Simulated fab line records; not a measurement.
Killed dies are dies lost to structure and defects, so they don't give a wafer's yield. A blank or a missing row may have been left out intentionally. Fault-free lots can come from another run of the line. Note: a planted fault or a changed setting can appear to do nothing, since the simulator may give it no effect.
fab line records ; flow berkeley-cmos170
record: lots: 15; wafers: 45; last-day: 14
route steps=331 shown PFIELD@87 NVT@110 GATE@139 NLDD@161
lots that met no fault: from a run of the same line without faults
start-h: start of the lot's first displayed wafer, in hours after the record's first day ; wait-h: hours since the lot's step before ; " identical to the entry in the row above ; L1.1+2: one row covering several wafers at once ; - no value present, or no start provided ; * or withheld: withheld ; < > ~ a bound
route shown NAME@n: NAME is a module with steps in the file, n the number in the route of the first one ; usual: the fault-free wafers' mean and standard deviation ; same: alike in all rows ; chamber/n: place in a boat ; sites: readings site by site ; _std_site: how widely they spread, as a standard deviation ; _edge_site: the outer-site mean with the inner-site mean subtracted ; radius-mm: for every site, how far away it sits from the centre of the wafer ; mask NAME#n: copy n ; behind: tool/chamber where the wafer was last shaped ; hold: cause of the lot's hold/its duration in hours/its outcome ; device: the transistor (n, p or np) that didn't switch ; end of line: the route-end tests of the same wafers ; for a step that has no rows: nothing shown but its recipe ; killed: dies that structure and defects cost at the first sort, which is not the same as the wafer's yield ; map: a wafer's dies, marking killed ones x, the rest . and places with no die _
set.NAME: the setting as run; set.NAME@STEP: as run at that earlier step ; model.NAME: the simulator's own value behind a step, which no gauge read
one table for each step of the route and one row for each wafer, over a sample of lots
services: the hour from which a tool's chamber was out of use, counted from the record's first day as start-h (under 0 if before that day), plus the number of hours and why
== steps ==
step: UCB170_PFIELD_STRIP_08
recipe: chemistry: O2; power-w: 400; pressure-mtorr: 3500; platen-temp-c: withheld; o2-flow-sccm: 400; overash-fraction: 0.5
usual: drypump-motor-current-A: 5.6/0.41; oes-product-au: 0.735/0.0039; strip-time-to-endpoint-s: 21.64/0.068
lot.wafer;tool;chamber;start-h;wait-h;drypump-motor-current-A;oes-product-au;rf-hours-counter-h;strip-time-to-endpoint-s
L689.3;plasma-asher-02;1;92.28;0.1;5.2;0.730;-;21.59
L689.4;plasma-asher-02;0;92.28;0.1;6.1;0.737;-;21.62
L689.6;plasma-asher-02;1;92.28;0.1;5.2;0.732;-;21.59
L690.2;plasma-asher-04;0;107.40;0.1;5.0;0.736;37;21.71
L690.3;plasma-asher-04;1;107.40;0.1;5.2;0.737;-;21.69
L690.5;plasma-asher-04;1;107.40;0.1;5.2;0.728;-;21.67
L695.2;plasma-asher-02;0;112.64;0.2;6.1;0.736;39;21.67
L695.3;plasma-asher-02;0;112.64;0.2;6.1;0.730;-;21.73
L695.6;plasma-asher-02;1;112.64;0.2;5.2;0.728;-;21.59
L693.1;plasma-asher-02;0;113.81;0.4;6.1;0.732;40;21.57
L693.3;plasma-asher-02;0;113.81;0.4;6.1;0.743;-;21.61
L693.4;plasma-asher-02;1;113.81;0.4;5.2;0.741;-;21.65
L699.3;plasma-asher-02;1;143.62;0.1;5.2;0.728;-;21.63
L699.5;plasma-asher-02;1;143.62;0.1;5.2;0.737;-;21.65
L699.6;plasma-asher-02;0;143.62;0.1;6.1;0.742;-;21.56
L697.1;plasma-asher-02;1;144.59;0.1;5.2;0.736;43;21.56
L697.4;plasma-asher-02;0;144.59;0.1;6.1;0.727;-;21.59
L697.5;plasma-asher-02;0;144.59;0.1;6.1;0.727;-;21.54
L701.3;plasma-asher-02;0;150.09;0.1;6.1;0.738;-;21.75
L701.4;plasma-asher-02;1;150.09;0.1;5.2;0.727;-;21.75
L701.5;plasma-asher-02;0;150.09;0.1;6.1;0.732;-;21.73
L704.1;plasma-asher-02;1;170.33;0.2;5.2;0.730;45;21.62
L704.3;plasma-asher-02;1;170.33;0.2;5.2;0.734;-;21.65
L704.6;plasma-asher-02;0;170.33;0.2;6.1;0.736;-;21.66
L705.1;plasma-asher-03;1;175.54;0.1;5.6;0.737;37;21.65
L705.3;plasma-asher-03;0;175.54;0.1;5.8;0.739;-;21.68
L705.6;plasma-asher-03;0;175.54;0.1;5.8;0.736;-;21.69
L706.2;plasma-asher-03;1;179.44;0.1;5.6;0.737;37;21.74
L706.4;plasma-asher-03;0;179.44;0.1;5.8;0.738;-;21.69
L706.5;plasma-asher-03;1;179.44;0.1;5.6;0.735;-;21.70
L708.3;plasma-asher-02;1;196.21;0.1;5.2;0.737;-;21.62
L708.4;plasma-asher-02;0;196.21;0.1;6.1;0.741;-;21.58
L708.5;plasma-asher-02;0;196.21;0.1;6.1;0.737;-;21.63
L709.1;plasma-asher-04;0;202.82;0.1;5.0;0.733;9;21.65
L709.4;plasma-asher-04;0;202.82;0.1;5.0;0.727;-;21.64
L709.5;plasma-asher-04;0;202.82;0.1;5.0;0.737;-;21.70
L710.2;plasma-asher-03;1;209.29;0.1;5.6;0.731;41;21.47
L710.3;plasma-asher-03;0;209.29;0.1;5.8;0.734;-;21.51
L710.5;plasma-asher-03;0;209.29;0.1;5.8;0.735;-;21.48
L711.1;plasma-asher-03;1;210.86;0.1;5.6;0.736;41;21.76
L711.2;plasma-asher-03;0;210.86;0.1;5.8;0.731;41;21.68
L711.6;plasma-asher-03;0;210.86;0.1;5.9;0.737;-;21.73
L712.1;plasma-asher-04;0;222.17;0.1;5.0;0.730;11;21.68
L712.2;plasma-asher-04;1;222.17;0.1;5.2;0.733;11;21.72
L712.3;plasma-asher-04;0;222.17;0.1;5.0;0.734;-;21.72
step: UCB170_NVT_OVL_MEAS_06
usual: NVT_OVL: 4/5.8
lot.wafer;tool;chamber;start-h;wait-h;NVT_OVL[nm]
L689.3;overlay-01;-;134.09;-;1
L689.4;overlay-01;-;134.09;-;5
L689.6;overlay-01;-;134.09;-;-2
L695.2;overlay-02;-;149.21;-;13
L695.3;overlay-02;-;149.21;-;8
L695.6;overlay-02;-;149.21;-;10
L693.1;overlay-02;-;149.44;-;0
L693.3;overlay-02;-;149.44;-;6
L693.4;overlay-02;-;149.44;-;7
L690.2;overlay-01;-;149.48;-;1
L690.3;overlay-01;-;149.48;-;1
L690.5;overlay-01;-;149.48;-;-4
L697.1;overlay-01;-;183.43;-;3
L697.4;overlay-01;-;183.43;-;5
L697.5;overlay-01;-;183.43;-;4
L699.3;overlay-01;-;183.99;-;4
L699.5;overlay-01;-;183.99;-;-3
L699.6;overlay-01;-;183.99;-;4
L701.3;overlay-02;-;196.53;-;7
L701.4;overlay-02;-;196.53;-;1
L701.5;overlay-02;-;196.53;-;2
L704.1;overlay-01;-;210.16;-;2
L704.3;overlay-01;-;210.16;-;-2
L704.6;overlay-01;-;210.16;-;-1
L705.1;overlay-01;-;217.97;-;9
L705.3;overlay-01;-;217.97;-;1
L705.6;overlay-01;-;217.97;-;3
L706.2;overlay-01;-;218.34;-;1
L706.4;overlay-01;-;218.34;-;5
L706.5;overlay-01;-;218.34;-;11
L708.3;overlay-01;-;237.38;-;4
L708.4;overlay-01;-;237.38;-;3
L708.5;overlay-01;-;237.38;-;4
L709.1;overlay-01;-;246.64;-;11
L709.4;overlay-01;-;246.64;-;14
L709.5;overlay-01;-;246.64;-;7
L711.1;overlay-01;-;252.87;-;-1
L711.2;overlay-01;-;252.87;-;-8
L711.6;overlay-01;-;252.87;-;-3
L710.2;overlay-02;-;253.12;-;-5
L710.3;overlay-02;-;253.12;-;-10
L710.5;overlay-02;-;253.12;-;-7
L712.1;overlay-01;-;264.80;-;7
L712.2;overlay-01;-;264.80;-;13
L712.3;overlay-01;-;264.80;-;10
step: UCB170_GATE_OVL_MEAS_13
usual: GATE_OVL: 7/5.3
lot.wafer;tool;chamber;start-h;wait-h;GATE_OVL[nm]
L689.3;overlay-01;-;155.46;0.1;8
L689.4;overlay-01;-;155.46;0.1;3
L689.6;overlay-01;-;155.46;0.1;10
L690.2;overlay-01;-;165.85;0.1;7
L690.3;overlay-01;-;165.85;0.1;-1
L690.5;overlay-01;-;165.85;0.1;0
L693.1;overlay-01;-;166.12;0.1;-4
L693.3;overlay-01;-;166.12;0.1;1
L693.4;overlay-01;-;166.12;0.1;2
L695.2;overlay-01;-;166.44;0.1;5
L695.3;overlay-01;-;166.44;0.1;1
L695.6;overlay-01;-;166.44;0.1;11
L697.1;overlay-02;-;202.16;0.1;8
L697.4;overlay-02;-;202.16;0.1;9
L697.5;overlay-02;-;202.16;0.1;7
L699.3;overlay-01;-;202.45;0.1;11
L699.5;overlay-01;-;202.45;0.1;8
L699.6;overlay-01;-;202.45;0.1;10
L701.3;overlay-01;-;215.83;0.1;4
L701.4;overlay-01;-;215.83;0.1;6
L701.5;overlay-01;-;215.83;0.1;7
L704.1;overlay-02;-;227.92;0.1;11
L704.3;overlay-02;-;227.92;0.1;13
L704.6;overlay-02;-;227.92;0.1;16
L705.1;overlay-01;-;239.25;0.1;3
L705.3;overlay-01;-;239.25;0.1;8
L705.6;overlay-01;-;239.25;0.1;-2
L706.2;overlay-01;-;239.61;0.1;10
L706.4;overlay-01;-;239.61;0.1;7
L706.5;overlay-01;-;239.61;0.1;12
L708.3;overlay-01;-;256.12;0.1;11
L708.4;overlay-01;-;256.12;0.1;15
L708.5;overlay-01;-;256.12;0.1;12
L709.1;overlay-01;-;269.40;0.1;5
L709.4;overlay-01;-;269.40;0.1;9
L709.5;overlay-01;-;269.40;0.1;1
L711.1;overlay-02;-;275.23;0.1;7
L711.2;overlay-02;-;275.23;0.1;4
L711.6;overlay-02;-;275.23;0.1;3
L710.2;overlay-02;-;279.92;0.1;-4
L710.3;overlay-02;-;279.92;0.1;-11
L710.5;overlay-02;-;279.92;0.1;0
L712.1;overlay-02;-;284.08;0.1;4
L712.2;overlay-02;-;284.08;0.1;5
L712.3;overlay-02;-;284.08;0.1;10
step: UCB170_NLDD_EXPOSE_03
recipe: mask-id: NSELECT; na: 0.5; sigma-outer: 0.6; source-shape: conventional; target-cd-nm: 1200; dose-mj: 30
usual: exposure-dose-mJ-cm2: 30.17/0.26; focus-offset-nm: 0.0/0.5
lot.wafer;tool;chamber;start-h;wait-h;mask;exposure-dose-mJ-cm2;focus-offset-nm
L689.3;krf-scanner-02;0;158.31;0.1;NSELECT#0;29.97;0.7
L689.4;krf-scanner-02;0;158.31;0.1;NSELECT#0;29.96;0.8
L689.6;krf-scanner-02;0;158.31;0.1;NSELECT#0;29.94;0.6
L690.2;krf-scanner-02;0;170.19;0.3;NSELECT#0;29.96;0.1
L690.3;krf-scanner-02;0;170.19;0.3;NSELECT#0;29.95;1.0
L690.5;krf-scanner-02;0;170.19;0.3;NSELECT#0;29.96;0.7
L693.1;krf-scanner-02;0;170.29;0.4;NSELECT#0;29.94;0.6
L693.3;krf-scanner-02;0;170.29;0.4;NSELECT#0;29.94;0.5
L693.4;krf-scanner-02;0;170.29;0.4;NSELECT#0;29.92;0.7
L695.2;krf-scanner-02;0;171.19;0.1;NSELECT#0;30.00;-0.6
L695.3;krf-scanner-02;0;171.19;0.1;NSELECT#0;29.95;-0.7
L695.6;krf-scanner-02;0;171.19;0.1;NSELECT#0;29.98;-0.3
L697.1;krf-scanner-01;0;205.16;0.1;NSELECT#0;30.45;-0.2
L697.4;krf-scanner-01;0;205.16;0.1;NSELECT#0;30.43;-0.4
L697.5;krf-scanner-01;0;205.16;0.1;NSELECT#0;30.45;-0.3
L699.3;krf-scanner-01;0;205.82;0.1;NSELECT#0;30.50;-0.1
L699.5;krf-scanner-01;0;205.82;0.1;NSELECT#0;30.51;0.3
L699.6;krf-scanner-01;0;205.82;0.1;NSELECT#0;30.49;0.1
L701.3;krf-scanner-02;0;219.18;0.1;NSELECT#0;29.94;0.7
L701.4;krf-scanner-02;0;219.18;0.1;NSELECT#0;29.96;0.6
L701.5;krf-scanner-02;0;219.18;0.1;NSELECT#0;29.96;0.2
L704.1;krf-scanner-02;-;231.24;0.1;NSELECT#0;-;-
L704.3;krf-scanner-02;-;231.24;0.1;NSELECT#0;-;-
L704.6;krf-scanner-02;-;231.24;0.1;NSELECT#0;-;-
L705.1;krf-scanner-01;-;243.26;0.3;NSELECT#0;-;-
L705.3;krf-scanner-01;-;243.26;0.3;NSELECT#0;-;-
L705.6;krf-scanner-01;-;243.26;0.3;NSELECT#0;-;-
L706.2;krf-scanner-01;-;243.85;0.1;NSELECT#0;-;-
L706.4;krf-scanner-01;-;243.85;0.1;NSELECT#0;-;-
L706.5;krf-scanner-01;-;243.85;0.1;NSELECT#0;-;-
L708.3;krf-scanner-02;0;259.08;0.2;NSELECT#0;29.94;-0.2
L708.4;krf-scanner-02;0;259.08;0.2;NSELECT#0;29.97;-0.2
L708.5;krf-scanner-02;0;259.08;0.2;NSELECT#0;29.97;0.2
L709.1;krf-scanner-01;0;272.30;0.2;NSELECT#0;30.53;0.1
L709.4;krf-scanner-01;0;272.30;0.2;NSELECT#0;30.52;0.4
L709.5;krf-scanner-01;0;272.30;0.2;NSELECT#0;30.47;0.5
L711.1;krf-scanner-02;0;279.41;0.3;NSELECT#0;29.92;0.6
L711.2;krf-scanner-02;0;279.41;0.3;NSELECT#0;29.98;-0.1
L711.6;krf-scanner-02;0;279.41;0.3;NSELECT#0;29.94;-0.4
L710.2;krf-scanner-01;0;284.05;0.2;NSELECT#0;30.48;-0.4
L710.3;krf-scanner-01;0;284.05;0.2;NSELECT#0;30.43;-0.2
L710.5;krf-scanner-01;0;284.05;0.2;NSELECT#0;30.52;0.4
L712.1;krf-scanner-01;0;289.07;0.1;NSELECT#0;30.45;0.4
L712.2;krf-scanner-01;0;289.07;0.1;NSELECT#0;30.46;0.4
L712.3;krf-scanner-01;0;289.07;0.1;NSELECT#0;30.50;0.7
== services ==
tool;chamber;start-h;hours;kind
krf-scanner-02;0;71.19;-;calibration
plasma-asher-04;-;83.28;24.0;repair
krf-scanner-01;-;103.24;1.3;pm
krf-scanner-01;-;104.54;3.6;pm
krf-scanner-01;-;108.10;0.8;pm
plasma-asher-04;-;108.75;9.0;pm
krf-scanner-01;-;116.49;0.2;repair
plasma-asher-02;-;140.35;0.6;repair
krf-scanner-02;-;141.85;1.0;pm
krf-scanner-01;-;142.92;1.0;pm
krf-scanner-01;-;149.39;1.2;repair
krf-scanner-01;0;153.64;-;calibration
krf-scanner-02;-;155.20;0.8;pm
krf-scanner-02;-;159.15;1.3;pm
krf-scanner-02;-;166.28;3.6;pm
krf-scanner-01;-;182.80;-;calibration
krf-scanner-01;-;218.71;4.0;pm
krf-scanner-01;-;224.25;1.3;pm
krf-scanner-01;-;226.46;0.8;repair
krf-scanner-01;-;231.96;0.8;pm
krf-scanner-02;0;233.92;-;calibration
krf-scanner-02;-;260.22;7.1;repair
plasma-asher-02;-;287.15;6.9;repair
plasma-asher-03;-;288.63;1.2;repair
== key ==
first-sign: step: UCB170_NLDD_EXPOSE_03; reading: tool-record; direction: missing
effect none on later readings
met-at UCB170_NLDD_EXPOSE_03
struck-lots L704,L705,L706
sort-left-out L704.1,L704.3,L704.6,L705.1,L705.3,L705.6,L706.2,L706.4,L706.5
tester-left-out L704,L705,L706
not-acting-at UCB170_PFIELD_STRIP_08,UCB170_NVT_OVL_MEAS_06,UCB170_GATE_OVL_MEAS_13
onset-between 219.18 231.24
fault: kind: skipped-step-whole; tool: krf-scanner-01,krf-scanner-02; chamber: -; onset-h: 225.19; steps: UCB170_NLDD_EXPOSE_03; scope: struck-lots-only
tester-left-out: of these lots the tester's yield and bins aren't shown, on N5 and GAA mostly nor the transistor test; their killed dies are dies lost to structure and defects alone, not to doping, threshold or leakage, so they don't give the yield
sort-left-out: the simulated sort isn't trusted on such a fault, so these wafers' sort isn't shown, and their yield isn't known
